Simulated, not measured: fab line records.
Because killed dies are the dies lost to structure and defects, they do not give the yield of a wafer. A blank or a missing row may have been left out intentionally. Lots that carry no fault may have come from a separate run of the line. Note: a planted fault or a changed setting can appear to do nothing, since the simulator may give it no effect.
Which tool is to blame? / flow berkeleyCmos170 / 14 lots with 42 wafers sampled at 4 steps, on a route of 331 steps

## WHAT THE GAUGES READ, wafer by wafer
UCB170_START_BOW_MEAS_00. Usual: for INCOMING_BOW the level is -1 um and the standard deviation is 7.1.
lot=L978; measured=day 1 20:00; on=filmMetro-02; INCOMING_BOW (um)=-6 -4 -3; flag=
lot=L979; measured=day 2 01:01; on=filmMetro-01; INCOMING_BOW (um)=18 5 3; flag=
lot=L980; measured=day 2 06:00; on=filmMetro-04; INCOMING_BOW (um)=-6 -14 -6; flag=
lot=L981; measured=day 2 11:00; on=filmMetro-01; INCOMING_BOW (um)=-9 -2 6; flag=
lot=L982; measured=day 2 16:02; on=filmMetro-02; INCOMING_BOW (um)=7 -10 -4; flag=
lot=L983; measured=day 2 21:01; on=filmMetro-04; INCOMING_BOW (um)=8 3 6; flag=
lot=L984; measured=day 3 02:01; on=filmMetro-01; INCOMING_BOW (um)=-4 -13 -11; flag=
lot=L985; measured=day 3 07:01; on=filmMetro-02; INCOMING_BOW (um)=8 -1 -2; flag=
lot=L989; measured=day 4 03:01; on=filmMetro-01; INCOMING_BOW (um)=15 7 11; flag=
lot=L991; measured=day 4 13:00; on=filmMetro-04; INCOMING_BOW (um)=10 -10 1; flag=
lot=L993; measured=day 4 23:01; on=filmMetro-02; INCOMING_BOW (um)=-8 3 3; flag=
lot=L994; measured=day 5 04:01; on=filmMetro-04; INCOMING_BOW (um)=8 -2 5; flag=
lot=L995; measured=day 5 09:00; on=filmMetro-02; INCOMING_BOW (um)=-5 -1 -10; flag=
lot=L996; measured=day 5 14:01; on=filmMetro-02; INCOMING_BOW (um)=-12 -9 1; flag=

UCB170_M2_OVL_MEAS_16. Usual: for M2_OVL the level is 3 nm and the standard deviation is 6.
lot=L978; measured=day 8 06:20; on=overlay-02; M2_OVL (nm)=-8 -6 -7; flag=
lot=L979; measured=day 8 11:13; on=overlay-02; M2_OVL (nm)=2 1 6; flag=
lot=L980; measured=day 9 04:21; on=overlay-01; M2_OVL (nm)=-2 -2 -3; flag=
lot=L981; measured=day 9 04:04; on=overlay-02; M2_OVL (nm)=2 17 -5; flag=
lot=L982; measured=day 9 04:55; on=overlay-01; M2_OVL (nm)=-5 0 -6; flag=
lot=L983; measured=day 9 05:27; on=overlay-02; M2_OVL (nm)=2 7 4; flag=
lot=L984; measured=day 9 12:14; on=overlay-02; M2_OVL (nm)=18 15 10; flag=
lot=L985; measured=day 10 00:48; on=overlay-02; M2_OVL (nm)=1 -11 1; flag=
lot=L989; measured=day 9 23:58; on=overlay-02; M2_OVL (nm)=5 6 6; flag=
lot=L991; measured=day 10 14:13; on=overlay-01; M2_OVL (nm)=14 6 17; flag=
lot=L993; measured=day 11 04:22; on=overlay-02; M2_OVL (nm)=3 9 9; flag=
lot=L994; measured=day 11 03:44; on=overlay-02; M2_OVL (nm)=11 6 13; flag=
lot=L995; measured=day 11 15:11; on=overlay-02; M2_OVL (nm)=12 8 -1; flag=
lot=L996; measured=day 11 14:56; on=overlay-02; M2_OVL (nm)=-3 1 -5; flag=

UCB170_M3_CD_MEAS_90: the cd target is 700 nm. Usual: 701 nm for cdNm, sd 4.3.
lot=L978; measured=day 8 15:01; on=cdSem-02; cdNm (nm)=701 701 702; flag=
lot=L979; measured=day 8 19:16; on=cdSem-02; cdNm (nm)=703 703 700; flag=
lot=L980; measured=day 9 10:09; on=cdSem-01; cdNm (nm)=703 696 698; flag=
lot=L981; measured=day 9 09:52; on=cdSem-01; cdNm (nm)=699 699 698; flag=
lot=L982; measured=day 9 10:46; on=cdSem-01; cdNm (nm)=707 698 707; flag=
lot=L983; measured=day 9 11:14; on=cdSem-02; cdNm (nm)=701 697 700; flag=
lot=L984; measured=day 10 00:04; on=cdSem-01; cdNm (nm)=706 699 694; flag=
lot=L985; measured=day 10 07:58; on=cdSem-02; cdNm (nm)=694 696 710; flag=
lot=L989; measured=day 10 06:43; on=cdSem-01; cdNm (nm)=693 704 705; flag=
lot=L991; measured=day 10 21:14; on=cdSem-01; cdNm (nm)=698 692 691; flag=
lot=L993; measured=day 11 12:11; on=cdSem-01; cdNm (nm)=704 703 701; flag=
lot=L994; measured=day 11 09:43; on=cdSem-01; cdNm (nm)=699 691 698; flag=
lot=L995; measured=day 11 22:23; on=cdSem-02; cdNm (nm)=705 705 705; flag=
lot=L996; measured=day 11 22:10; on=cdSem-02; cdNm (nm)=706 706 700; flag=

## EACH LOT AND THE TOOL THAT RAN IT (in order: tool; ch and the chambers of the sampled wafers; start)
lot=L978; UCB170_NWELL_IMPLANT_14=implanter-02 ch 0, day 2 17:44
lot=L979; UCB170_NWELL_IMPLANT_14=implanter-02 ch 0, day 3 02:14
lot=L980; UCB170_NWELL_IMPLANT_14=implanter-04 ch 0, day 3 06:37
lot=L981; UCB170_NWELL_IMPLANT_14=implanter-04 ch 0, day 3 13:25
lot=L982; UCB170_NWELL_IMPLANT_14=implanter-01 ch 0, day 3 17:05
lot=L983; UCB170_NWELL_IMPLANT_14=implanter-02 ch 0, day 3 17:10
lot=L984; UCB170_NWELL_IMPLANT_14=implanter-02 ch 0, day 4 02:51
lot=L985; UCB170_NWELL_IMPLANT_14=implanter-04 ch 0, day 4 07:17
lot=L989; UCB170_NWELL_IMPLANT_14=implanter-04 ch 0, day 4 23:49
lot=L991; UCB170_NWELL_IMPLANT_14=implanter-04 ch 0, day 5 12:43
lot=L993; UCB170_NWELL_IMPLANT_14=implanter-02 ch 0, day 5 23:02
lot=L994; UCB170_NWELL_IMPLANT_14=implanter-01 ch 0, day 5 22:48
lot=L995; UCB170_NWELL_IMPLANT_14=implanter-01 ch 0, day 6 06:47
lot=L996; UCB170_NWELL_IMPLANT_14=implanter-01 ch 0, day 6 13:00
- UCB170_NWELL_IMPLANT_14

## WHAT THE TOOLS THEMSELVES READ (means of the sampled wafers that have a number; where no wafer has one, the mark that the record gives instead)
UCB170_NWELL_IMPLANT_14. Usual: doseIonsCm2 9.999e+12, standard deviation 1.1e+10; faradayCurrentUA 31.7, standard deviation 0.64.
lot=L978 tool=implanter-02 doseIonsCm2=9.995e+12 faradayCurrentUA=31.5 flag=
lot=L979 tool=implanter-02 doseIonsCm2=1.001e+13 faradayCurrentUA=32.2 flag=
lot=L980 tool=implanter-04 doseIonsCm2=9.997e+12 faradayCurrentUA=30.9 flag=
lot=L981 tool=implanter-04 doseIonsCm2=1.002e+13 faradayCurrentUA=32.1 flag=
lot=L982 tool=implanter-01 doseIonsCm2=9.989e+12 faradayCurrentUA=32.0 flag=
lot=L983 tool=implanter-02 doseIonsCm2=9.995e+12 faradayCurrentUA=32.0 flag=
lot=L984 tool=implanter-02 doseIonsCm2=9.991e+12 faradayCurrentUA=31.1 flag=
lot=L985 tool=implanter-04 doseIonsCm2=9.988e+12 faradayCurrentUA=31.0 flag=
lot=L989 tool=implanter-04 doseIonsCm2=8.930e+12 faradayCurrentUA=28.4 flag=OFF
lot=L991 tool=implanter-04 doseIonsCm2=8.932e+12 faradayCurrentUA=28.5 flag=OFF
lot=L993 tool=implanter-02 doseIonsCm2=9.994e+12 faradayCurrentUA=31.4 flag=
lot=L994 tool=implanter-01 doseIonsCm2=9.993e+12 faradayCurrentUA=32.1 flag=
lot=L995 tool=implanter-01 doseIonsCm2=1.002e+13 faradayCurrentUA=31.5 flag=
lot=L996 tool=implanter-01 doseIonsCm2=9.996e+12 faradayCurrentUA=31.3 flag=

## THE ANSWER, worked out from the rows above alone
Rule: a lot is off if the mean of its wafers that have a number lies more than 3 standard deviations from the usual mean. A lot without any number at a reading at which 4 lots or more have one is off too. All remaining lots with rows at the step are treated as sound. Order of review: gauges by route order, followed by the tools' own readings, for which a lot's mean as printed above is used. The first step at which some lot is off is used, and at that step the reading that is off furthest; a lot without a number counts as furthest.
Off: L989, L991, at UCB170_NWELL_IMPLANT_14 (doseIonsCm2).
A tool fits if, at that step or a process step before it, it ran every lot that is off, and no sound lot after the first of them. One candidate fits, namely implanter-04 at UCB170_NWELL_IMPLANT_14. A fault onset in the window from L985 (day 4 07:17, its last sound lot) to L989 (day 4 23:49, its first lot off) fits.
The tool's own readings at UCB170_NWELL_IMPLANT_14 bear it out: on the lots that are off they differ by more than 5 times the standard deviation of the sound lots' means. doseIonsCm2 reads 8.931e+12 there against 9.999e+12 on the sound lots; faradayCurrentUA reads 28.4 there against 31.6 on the sound lots.

## WHAT HAD BEEN PUT IN BY THE SIMULATOR
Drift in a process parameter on implanter-04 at UCB170_NWELL_IMPLANT_14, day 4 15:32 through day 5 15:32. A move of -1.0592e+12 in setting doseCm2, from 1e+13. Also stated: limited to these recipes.
Lots struck among those shown: L989, L991. The rule above found the same.
